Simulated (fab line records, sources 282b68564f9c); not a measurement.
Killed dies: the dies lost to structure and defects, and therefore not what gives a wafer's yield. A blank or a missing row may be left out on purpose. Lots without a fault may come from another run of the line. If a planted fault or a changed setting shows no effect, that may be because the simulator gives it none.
Shared-tool check :: flow rit-cmos :: 14 lots and 42 wafers in the sample

== WHY THIS WAS OPENED ==
RIT_SDANNEAL_RS_MEAS_04, reading PSD_RS: flagged on 2 of 14 lots. Fault-free wafers read 115.8 ohm/sq, with a standard deviation of 0.34.
Rule: a lot gets a flag if all its wafers with a number sit over 4 standard deviations from that mean, or if no wafer of it has a number. As for the other lots, they are considered sound.

lot: L540
measured: day 3 03:41
on: film-metro-04
PSD_RS (ohm/sq), wafer by wafer: 116.0 115.7 115.8
flag: 

lot: L541
measured: day 3 08:08
on: film-metro-02
PSD_RS (ohm/sq), wafer by wafer: 115.4 115.8 115.5
flag: 

lot: L542
measured: day 3 21:39
on: film-metro-02
PSD_RS (ohm/sq), wafer by wafer: 115.3 115.5 115.2
flag: 

lot: L543
measured: day 3 22:26
on: film-metro-04
PSD_RS (ohm/sq), wafer by wafer: 115.7 116.2 116.1
flag: 

lot: L544
measured: day 4 01:23
on: film-metro-01
PSD_RS (ohm/sq), wafer by wafer: 116.1 115.7 116.2
flag: 

lot: L545
measured: day 4 08:22
on: film-metro-02
PSD_RS (ohm/sq), wafer by wafer: 115.8 116.0 116.1
flag: 

lot: L547
measured: day 4 19:26
on: film-metro-04
PSD_RS (ohm/sq), wafer by wafer: 116.1 115.9 115.9
flag: 

lot: L548
measured: day 4 19:56
on: film-metro-01
PSD_RS (ohm/sq), wafer by wafer: 116.3 116.3 116.6
flag: 

lot: L549
measured: day 5 04:01
on: film-metro-04
PSD_RS (ohm/sq), wafer by wafer: 116.1 116.1 116.2
flag: 

lot: L550
measured: day 5 07:58
on: film-metro-02
PSD_RS (ohm/sq), wafer by wafer: 114.0 113.7 113.3
flag: FLAGGED

lot: L552
measured: day 5 19:39
on: film-metro-01
PSD_RS (ohm/sq), wafer by wafer: 113.4 113.5 113.3
flag: FLAGGED

lot: L559
measured: day 7 06:25
on: film-metro-01
PSD_RS (ohm/sq), wafer by wafer: 116.1 116.1 115.9
flag: 

lot: L561
measured: day 7 14:31
on: film-metro-02
PSD_RS (ohm/sq), wafer by wafer: 115.9 115.4 115.5
flag: 

lot: L563
measured: day 8 03:36
on: film-metro-02
PSD_RS (ohm/sq), wafer by wafer: 115.3 115.7 115.4
flag: 
The numbers of the flagged lots are 113.5 ohm/sq on average: -2.3 ohm/sq against the usual, or -7 standard deviations.

== WHICH TOOL EACH LOT WENT THROUGH ==
The record keeps 1 process step preceding the reading, out of 202 steps on the route. Every cell lists first the tool, next ch and the chambers used by the sampled wafers, and last the start.
lot: L540
flag: 
RIT_SDANNEAL_RTA_03: rtp-anneal-01 ch 0, day 3 03:37

lot: L541
flag: 
RIT_SDANNEAL_RTA_03: rtp-anneal-02 ch 0, day 3 08:05

lot: L542
flag: 
RIT_SDANNEAL_RTA_03: rtp-anneal-01 ch 0, day 3 21:34

lot: L543
flag: 
RIT_SDANNEAL_RTA_03: rtp-anneal-02 ch 0, day 3 22:21

lot: L544
flag: 
RIT_SDANNEAL_RTA_03: rtp-anneal-01 ch 0, day 4 01:20

lot: L545
flag: 
RIT_SDANNEAL_RTA_03: rtp-anneal-02 ch 0, day 4 08:17

lot: L547
flag: 
RIT_SDANNEAL_RTA_03: rtp-anneal-02 ch 0, day 4 19:22

lot: L548
flag: 
RIT_SDANNEAL_RTA_03: rtp-anneal-01 ch 0, day 4 19:52

lot: L549
flag: 
RIT_SDANNEAL_RTA_03: rtp-anneal-02 ch 0, day 5 03:58

lot: L550
flag: FLAGGED
RIT_SDANNEAL_RTA_03: rtp-anneal-01 ch 0, day 5 07:53

lot: L552
flag: FLAGGED
RIT_SDANNEAL_RTA_03: rtp-anneal-01 ch 0, day 5 19:35

lot: L559
flag: 
RIT_SDANNEAL_RTA_03: rtp-anneal-02 ch 0, day 7 06:21

lot: L561
flag: 
RIT_SDANNEAL_RTA_03: rtp-anneal-02 ch 0, day 7 14:28

lot: L563
flag: 
RIT_SDANNEAL_RTA_03: rtp-anneal-02 ch 0, day 8 03:32
What is done by these steps:
- RIT_SDANNEAL_RTA_03: time 5 s.
- RIT_SDANNEAL_RS_MEAS_04: measures by four-point-probe.

== FLAGGED OVER TOTAL, TOOL BY TOOL (the gauges that took the reading come last) ==
step: RIT_SDANNEAL_RTA_03
tool: rtp-anneal-01
lots run: 6
flagged: 2
share of the flagged lots: all
sound lots run after its first flagged lot: 0

step: RIT_SDANNEAL_RTA_03
tool: rtp-anneal-02
lots run: 8
flagged: 0
share of the flagged lots: none
sound lots run after its first flagged lot: -

step: RIT_SDANNEAL_RS_MEAS_04
tool: film-metro-01
lots run: 4
flagged: 1
share of the flagged lots: some
sound lots run after its first flagged lot: 1 (L559)

step: RIT_SDANNEAL_RS_MEAS_04
tool: film-metro-02
lots run: 6
flagged: 1
share of the flagged lots: some
sound lots run after its first flagged lot: 2 (L561,L563)

step: RIT_SDANNEAL_RS_MEAS_04
tool: film-metro-04
lots run: 4
flagged: 0
share of the flagged lots: none
sound lots run after its first flagged lot: -

== WHAT THE TABLE ALLOWS ==
Rows of the table that ran each flagged lot: 1, that is rtp-anneal-01 at RIT_SDANNEAL_RTA_03.
- rtp-anneal-01 at RIT_SDANNEAL_RTA_03: 2 of its 6 lots flagged. Its last sound lot is L548 (day 4 19:52), its first flagged lot L550 (day 5 07:53): a fault that began between those two fits.
One tool is left: rtp-anneal-01 at RIT_SDANNEAL_RTA_03.

== WHAT THE SIMULATOR PUT IN ==
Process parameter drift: rtp-anneal-01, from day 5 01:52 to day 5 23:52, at RIT_SDANNEAL_RTA_03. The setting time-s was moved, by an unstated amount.
Shown lots that were struck: L550, L552. The rule above found the same.
